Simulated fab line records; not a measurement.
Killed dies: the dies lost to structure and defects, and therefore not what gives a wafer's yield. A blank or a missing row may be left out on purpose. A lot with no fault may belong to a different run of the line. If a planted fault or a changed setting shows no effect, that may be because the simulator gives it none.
The tool behind it: which one?	flow berkeley cmos170	42 wafers from 14 lots sampled at 4 of the route's 331 steps

WHAT THE GAUGES SHOWED, per wafer
UCB170_PWELL_THK_MEAS_03.
lot	measured	on	PWELL_OXIDE_THK (nm)
L407	day 2 15:02	film metro-03	26.3 26.3 26.8
L409	day 2 22:21	film metro-04	26.8 27.0 27.4
L410	day 3 09:32	film metro-03	27.0 26.5 26.6
L411	day 3 09:32	film metro-02	27.0 26.6 27.0
L412	day 3 17:53	film metro-03	27.1 26.9 27.3
L413	day 4 03:55	film metro-04	26.2 25.8 25.7
L415	day 4 14:40	film metro-04	26.8 26.6 26.4
L416	day 4 19:56	film metro-02	26.1 26.6 26.9
L421	day 5 21:34	film metro-04	26.1 25.9 26.4
L422	day 6 03:50	film metro-03	26.6 26.4 26.7
L424	day 6 07:56	film metro-02	25.7 26.0 25.7
L425	day 6 11:52	film metro-03	27.3 27.1 26.8
L428	day 6 22:02	film metro-02	26.3 26.6 26.5
L429	day 7 07:07	film metro-02	27.1 26.9 26.7

UCB170_SACOX_THK_MEAS_02.
lot	measured	on	SACOX_OXIDE_THK (nm)
L407	day 5 01:52	film metro-04	14.63 14.82 14.73
L409	day 5 11:46	film metro-03	14.38 14.17 14.33
L410	day 5 19:26	film metro-04	14.21 14.38 14.19
L411	day 5 19:26	film metro-01	14.20 14.29 14.50
L412	day 6 05:32	film metro-04	14.28 14.42 14.27
L413	day 6 22:15	film metro-03	14.44 14.24 14.40
L415	day 6 22:15	film metro-04	14.48 14.58 14.43
L416	day 6 22:14	film metro-01	14.38 14.33 14.39
L421	day 8 14:25	film metro-03	14.49 14.76 14.45
L422	day 8 14:25	film metro-01	14.43 14.23 14.27
L424	day 8 23:49	film metro-04	14.70 15.20 14.82
L425	day 8 23:49	film metro-03	14.52 14.86 14.50
L428	day 9 12:55	film metro-03	14.05 14.10 14.32
L429	day 9 22:32	film metro-03	14.64 14.43 14.24

UCB170_M2_CD_MEAS_15 targets a cd of 700 nm.
lot	measured	on	cd nm (nm)
L407	day 7 10:41	cd sem-01	699.1 698.4 699.8
L409	day 7 18:20	cd sem-01	699.0 700.2 698.9
L410	day 8 04:31	cd sem-01	699.4 698.9 699.1
L411	day 8 04:22	cd sem-01	703.4 702.5 702.1
L412	day 8 23:34	cd sem-01	699.3 701.1 699.3
L413	day 9 12:56	cd sem-01	701.5 699.4 701.6
L415	day 9 12:23	cd sem-02	700.4 700.4 700.2
L416	day 9 11:38	cd sem-02	702.1 702.1 702.4
L421	day 11 08:08	cd sem-02	700.3 701.3 699.9
L422	day 11 11:04	cd sem-01	699.0 699.3 698.6
L424	day 11 17:22	cd sem-01	699.6 698.4 699.7
L425	day 11 17:36	cd sem-02	699.9 700.9 699.7
L428	day 12 03:07	cd sem-01	699.7 700.1 700.0
L429	day 12 08:58	cd sem-01	702.9 703.6 703.6

TOOL THAT RAN EACH LOT (tool first, then ch and the chambers of the sampled wafers, then the start)
lot	UCB170_NSD_DEVELOP_05
L407	litho track-02 ch 0, day 6 11:00
L409	litho track-04 ch 0, day 6 21:00
L410	litho track-04 ch 0, day 7 06:00
L411	litho track-01 ch 0, day 7 06:00
L412	litho track-02 ch 0, day 8 00:00
L413	litho track-02 ch 0, day 8 15:00
L415	litho track-04 ch 0, day 8 15:00
L416	litho track-04 ch 0, day 8 14:00
L421	litho track-04 ch 0, day 10 10:00
L422	litho track-01 ch 0, day 10 09:00
L424	litho track-04 ch 0, day 10 15:00
L425	litho track-01 ch 0, day 10 15:00
L428	litho track-01 ch 0, day 11 03:00
L429	litho track-02 ch 0, day 11 12:00
- UCB170_NSD_DEVELOP_05: develop time 45 s.

WHAT THE TOOLS THEMSELVES READ (means of the sampled wafers that have a number; where no wafer has one, the mark that the record gives instead)
UCB170_NSD_DEVELOP_05.
lot	tool	developer temp C (C)
L407	litho track-02	20.98
L409	litho track-04	20.92
L410	litho track-04	21.03
L411	litho track-01	21.11
L412	litho track-02	21.03
L413	litho track-02	20.89
L415	litho track-04	20.98
L416	litho track-04	21.00
L421	litho track-04	21.66
L422	litho track-01	21.05
L424	litho track-04	21.82
L425	litho track-01	20.97
L428	litho track-01	21.04
L429	litho track-02	21.04

THE ANSWER, worked out from the rows above alone
Rule: the usual values come from the lots themselves. Put in order of their means at a reading, lots are off if they are a third of the lots or fewer, leave a main group of 4 or more, and stand apart from it by a gap of 3 or more times the standard deviation of the main group's means; of several such gaps the widest counts. If all means in a main group match to the digits the tables above print for the reading, that group is not used. A lot without any number at a reading at which 4 lots or more have one is off too. Any other lot the step has rows for is counted as sound. Order of review: gauges by route order, followed by the tools' own readings, for which a lot's mean as printed above is used. At the first step where some lot is off, the reading lying furthest off is the one used; lots without a number count as furthest.
Off at UCB170_NSD_DEVELOP_05 (developer temp C): L421, L424. Main group: mean 21.00 C, sd 0.057.
If a tool, at that step or one of the process steps before it, ran each lot that is off and ran no sound lot following the first of them, it fits. One fits: litho track-04 at UCB170_NSD_DEVELOP_05. Its last sound lot is L415 (day 8 15:00), its first lot that is off L421 (day 10 10:00): a fault that began between those two fits.
The tool's own readings at UCB170_NSD_DEVELOP_05 bear it out: on the lots that are off they differ by more than 5 times the standard deviation of the sound lots' means. developer temp C reads 21.74 C there against 21.00 C on the sound lots.

WHAT THE SIMULATOR PUT IN
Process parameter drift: litho track-04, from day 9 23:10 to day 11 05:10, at UCB170_NSD_DEVELOP_05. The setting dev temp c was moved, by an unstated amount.
Lots struck among those shown: L421, L424. The rule above reached the same finding.
